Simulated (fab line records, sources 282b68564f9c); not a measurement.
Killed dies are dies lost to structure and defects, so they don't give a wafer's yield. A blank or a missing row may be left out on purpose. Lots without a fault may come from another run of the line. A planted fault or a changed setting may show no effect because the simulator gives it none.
A struck lot beside a sound one | flow rit_cmos | 19 steps out of a route of 202
Sound: wafers L219.1, L219.2, L219.4. Struck: wafers L221.2, L221.5, L221.6. The cause comes at the end.
At each step with rows: each side's tool, then ch and its chambers, then its first start. Under that, the readings that differ: sound wafers | struck wafers | difference of the means | sigmas: that difference in standard deviations of wafers without a fault.
alike: readings whose means differ by less than 2 such deviations, and words and numbers that are the same on both sides. not compared: withheld readings, readings that some wafer has no value for, bounds like >300 that may hide the same value, and numbers for which the record gives no deviation and whose values overlap.
The two part at a step that has a row with sigmas, a row that says differs or no value, or rows on one side only. Numbers that don't overlap but have no deviation are shown without sigmas and don't part them. A reading that every wafer of one side lacks parts them only if that side has two wafers or more.

first, 1 step without rows for these wafers: RIT_GATE_CLEAN_04 (cleans in dHF, time 60 s).
RIT_FOX2_THK_MEAS_91:
  sound on film_metro-01, day 3 16:20; struck on film_metro-04, day 4 03:21
  reading                     | sound       | struck      | difference | sigmas
  FIELD_OXIDE_LEFT_2_THK (nm) | 243 243 236 | 254 255 256 | +14        | +2
then, 2 steps without rows for these wafers: RIT_GATE_OXIDATION_05 (target thk 3 nm, ox time 270 s); RIT_GATE_ANNEAL_06 (time 600 s).
RIT_GATE_THK_MEAS_07:
  sound on film_metro-04, day 3 17:44; struck on film_metro-04, day 4 06:23
  alike: GATE_OXIDE_THK
then, 1 step without rows for these wafers: RIT_GATE_CVD_08 (deposits poly-Si from SiH4, target thk 250 nm, time 2220 s).
RIT_GATE_THK_MEAS_09:
  sound on film_metro-02, day 3 19:24; struck on film_metro-04, day 4 08:10
  reading            | sound             | struck            | difference | sigmas
  GATE_POLY_THK (nm) | 249.6 249.3 248.3 | 254.6 255.2 254.5 | +5.7       | +2
then, 5 steps without rows for these wafers: RIT_GATE_HMDS_10 (prime time 60 s); RIT_GATE_COAT_11 (resist thk 850 nm); RIT_GATE_SOFTBAKE_12 (time 60 s); RIT_GATE_EXPOSE_13 (exposes mask M6, target cd 150 nm); RIT_GATE_PEB_14.
RIT_GATE_DEVELOP_15: develop time 50 s.
  sound on litho_track-03 ch 0, day 3 20:00; struck on litho_track-03 ch 0, day 4 08:00
  reading              | sound             | struck            | difference | sigmas
  developer_temp_C (C) | 23.03 23.02 22.85 | 20.69 20.74 20.85 | -2.21      | -23
RIT_GATE_CD_MEAS_16: target cd 150 nm.
  sound on cd_sem-01, day 3 20:19; struck on cd_sem-01, day 4 09:05
  reading    | sound             | struck            | difference | sigmas
  cd_nm (nm) | 150.3 152.1 151.5 | 141.3 140.7 141.0 | -10.3      | -4
RIT_GATE_OVL_MEAS_17:
  sound on overlay-02, day 3 20:26; struck on overlay-02, day 4 09:11
  alike: GATE_OVL
then, 1 step without rows for these wafers: RIT_GATE_HARDBAKE_18 (time 60 s).
RIT_GATE_ETCH_19: etches poly-Si in SF6/CHF3/O2, stops on SiO2, time 165 s, target depth 312.5 nm.
  sound on rie_si-02 ch 0,1,2, day 3 20:37; struck on rie_si-02 ch 2,3, day 4 09:22
  reading               | sound             | struck            | difference | sigmas
  model.GATE.cd_nm (nm) | 150.5 152.4 151.5 | 141.4 140.7 140.5 | -10.6      |
  alike: chamber_pressure_mTorr, drypump_motor_current_A, oes_product_au, rf_fwd_power_W, throttle_valve_pct
  not compared: rf_hours_counter_h
RIT_GATE_STRIP_20: strips in O2, time 180 s.
  sound on plasma_asher-01 ch 0,1, day 3 20:44; struck on plasma_asher-01 ch 0,1, day 4 09:28
  alike: chamber_pressure_mTorr, drypump_motor_current_A
  not compared: rf_hours_counter_h
RIT_M1_PROBE_99:
  sound on prober-01, day 4 18:38; struck on prober-01, day 5 06:49
  reading                             | sound             | struck            | difference | sigmas
  model.etest.pmos_0p3.r_on_ohm_um    | 6164 6276 6211    | 6116 5959 6129    | -149       |
  model.etest.pmos_0p15.r_on_ohm_um   | 2690 2807 2758    | 2685 2591 2665    | -105       |
  model.etest.nmos_0p3.r_on_ohm_um    | 2129 2163 2166    | 2050 2026 2068    | -105       |
  model.etest.nmos_0p15.r_on_ohm_um   | 1137 1182 1167    | 1062 1044 1078    | -101       |
  model.etest.nmos_0p15.drive_ua_um   | 465.7 455.5 462.7 | 507.3 521 512.7   | +52.4      |
  model.etest.pmos_0p15.drive_ua_um   | 261.8 254.3 258.1 | 267.4 276.3 271.6 | +13.7      |
  model.etest.nmos_turned.drive_ua_um | 320.9 317.3 315.3 | 327.9 337.8 332.7 | +15.0      |
  alike: killed_at_front_end, killed_dies, killed_open, killed_short
  not compared: model.etest.pmos_turned.r_on_ohm_um

WHERE THEY PART
First at RIT_FOX2_THK_MEAS_91; last, within this record, at RIT_GATE_CD_MEAS_16. Later steps at which nothing parts them and some readings are alike: RIT_GATE_OVL_MEAS_17, RIT_GATE_ETCH_19, RIT_GATE_STRIP_20, RIT_M1_PROBE_99.

WHY: what the simulator had put in
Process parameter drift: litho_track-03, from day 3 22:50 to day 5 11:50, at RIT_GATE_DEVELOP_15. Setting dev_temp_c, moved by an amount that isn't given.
